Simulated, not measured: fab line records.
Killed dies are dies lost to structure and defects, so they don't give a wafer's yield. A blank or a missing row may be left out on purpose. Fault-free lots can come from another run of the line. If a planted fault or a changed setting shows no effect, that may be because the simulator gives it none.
Which tool is to blame? ; flow berkeley cmos170 ; 14 lots with 42 wafers sampled at 4 steps, on a route of 331 steps

WHAT EACH GAUGE READ, for each wafer
UCB170_NWELL_OVL_MEAS_12. Usual: for NWELL_OVL the level is 0 nm and the standard deviation is 5.1.
lot;measured;on;NWELL_OVL (nm);flag
L604;day 2 16:39;overlay-02;4 1 15;
L606;day 2 23:37;overlay-01;1 9 6;
L609;day 4 00:57;overlay-02;-2 5 -9;
L610;day 4 01:14;overlay-01;-3 -7 -3;
L611;day 4 09:17;overlay-01;5 -5 5;
L612;day 4 21:34;overlay-02;- - -;OFF
L617;day 5 08:14;overlay-01;- - -;OFF
L620;day 6 02:18;overlay-02;-4 1 -4;
L621;day 6 05:05;overlay-02;1 0 4;
L623;day 6 15:11;overlay-01;-2 -7 3;
L622;day 6 15:45;overlay-01;-3 -1 -4;
L624;day 6 21:13;overlay-01;-4 -5 -12;
L625;day 7 02:16;overlay-02;-7 -3 0;
L626;day 7 09:43;overlay-01;5 8 4;

UCB170_M2_CD_MEAS_15: the cd target is 700 nm. Usual: cd nm 699.9 nm, standard deviation 1.5.
lot;measured;on;cd nm (nm);flag
L604;day 8 21:17;cd sem-02;700.6 700.4 700.2;
L606;day 8 21:03;cd sem-01;700.5 700.8 700.6;
L609;day 10 08:34;cd sem-01;698.5 698.4 698.3;
L610;day 10 11:12;cd sem-02;695.8 696.4 695.3;
L611;day 10 10:53;cd sem-02;699.8 700.1 700.8;
L620;day 12 05:35;cd sem-02;698.4 697.4 698.1;
L621;day 12 15:12;cd sem-01;698.6 696.3 697.2;
L623;day 13 15:58;cd sem-01;699.5 698.7 699.5;
L622;day 13 12:08;cd sem-01;702.0 701.1 701.3;
L624;day 13 08:58;cd sem-02;701.2 702.6 700.6;
L625;day 13 11:08;cd sem-02;700.6 701.6 700.8;
L626;day 13 18:37;cd sem-02;700.2 699.2 701.6;

TOOL THAT RAN EACH LOT (tool first, then ch and the chambers of the sampled wafers, then the start)
lot;UCB170_NWELL_DEVELOP_11;UCB170_PFIELD_STRIP_08
L604;litho track-03 ch 0, day 2 16:00;plasma asher-03 ch 0,1, day 5 08:06
L606;litho track-03 ch 0, day 2 23:00;plasma asher-02 ch 0,1, day 5 07:49
L609;litho track-03 ch 0, day 4 00:00;plasma asher-04 ch 0,1, day 6 14:52
L610;litho track-03 ch 0, day 4 01:00;plasma asher-04 ch 0,1, day 6 13:53
L611;litho track-01 ch 0, day 4 09:00;plasma asher-02 ch 0,1, day 6 14:35
L612;litho track-02, day 4 21:00;-
L617;litho track-03, day 5 08:00;-
L620;litho track-02 ch 0, day 6 02:00;plasma asher-02 ch 0,1, day 8 08:53
L621;litho track-03 ch 0, day 6 04:00;plasma asher-02 ch 0,1, day 8 17:20
L623;litho track-03 ch 0, day 6 15:00;plasma asher-03 ch 0, day 9 08:41
L622;litho track-01 ch 0, day 6 15:00;plasma asher-03 ch 0,1, day 9 08:58
L624;litho track-01 ch 0, day 6 21:00;plasma asher-02 ch 0,1, day 9 08:47
L625;litho track-02 ch 0, day 7 02:00;plasma asher-02 ch 0,1, day 9 07:14
L626;litho track-01 ch 0, day 7 09:00;plasma asher-02 ch 0,1, day 9 23:29
- UCB170_NWELL_DEVELOP_11: develop time 45 s.
- UCB170_PFIELD_STRIP_08: strips in O2.

WHAT THE TOOLS THEMSELVES READ (means of the sampled wafers that have a number; where no wafer has one, the mark that the record gives instead)
UCB170_NWELL_DEVELOP_11. Usual: chill plate temp C 23.00 C, standard deviation 0.097.
lot;tool;chill plate temp C (C);flag
L604;litho track-03;23.05;
L606;litho track-03;23.03;
L609;litho track-03;22.94;
L610;litho track-03;23.07;
L611;litho track-01;23.10;
L612;litho track-02;-;OFF
L617;litho track-03;-;OFF
L620;litho track-02;22.93;
L621;litho track-03;23.14;
L623;litho track-03;22.86;
L622;litho track-01;22.88;
L624;litho track-01;22.94;
L625;litho track-02;22.91;
L626;litho track-01;22.93;

UCB170_PFIELD_STRIP_08. Usual: drypump motor current A 5.7 A, standard deviation 0.51; oes product au 0.734 a.u., standard deviation 0.0044; strip time to endpoint s 21.63 s, standard deviation 0.057.
lot;tool;drypump motor current A (A);oes product au (a.u.);strip time to endpoint s (s);flag
L604;plasma asher-03;5.5;0.736;21.64;
L606;plasma asher-02;6.1;0.733;21.65;
L609;plasma asher-04;5.5;0.731;21.49;
L610;plasma asher-04;5.5;0.735;21.64;
L611;plasma asher-02;5.7;0.731;21.64;
L620;plasma asher-02;6.1;0.733;21.61;
L621;plasma asher-02;6.1;0.735;21.62;
L623;plasma asher-03;5.4;0.733;21.68;
L622;plasma asher-03;5.5;0.732;21.67;
L624;plasma asher-02;6.1;0.737;21.60;
L625;plasma asher-02;5.7;0.739;21.62;
L626;plasma asher-02;5.7;0.733;21.67;

THE ANSWER, worked out from the rows above alone
Rule: a lot counts as off when the mean over its wafers that have a number is more than 3 standard deviations away from the usual mean. A lot without any number at a reading at which 4 lots or more have one is off too. Where the step has rows for the other lots, those lots are counted as sound. First the gauges in route order, then the tools' own readings, where a lot's mean is used as printed above. At the first step where some lot is off, the reading lying furthest off is the one used; lots without a number count as furthest.
Off: L612, L617, seen at UCB170_NWELL_OVL_MEAS_12 (NWELL_OVL). Without a number there: L612, L617.
If a tool, at a process step before that reading, ran all the lots that are off and no sound lot after the first of them, it fits. Not tried: the gauges at UCB170_NWELL_OVL_MEAS_12; whatever is off there is also off at UCB170_NWELL_DEVELOP_11, on other tools, and gauge error can't account for it. Not one of the candidates tried fits.

WHAT THE SIMULATOR PUT IN
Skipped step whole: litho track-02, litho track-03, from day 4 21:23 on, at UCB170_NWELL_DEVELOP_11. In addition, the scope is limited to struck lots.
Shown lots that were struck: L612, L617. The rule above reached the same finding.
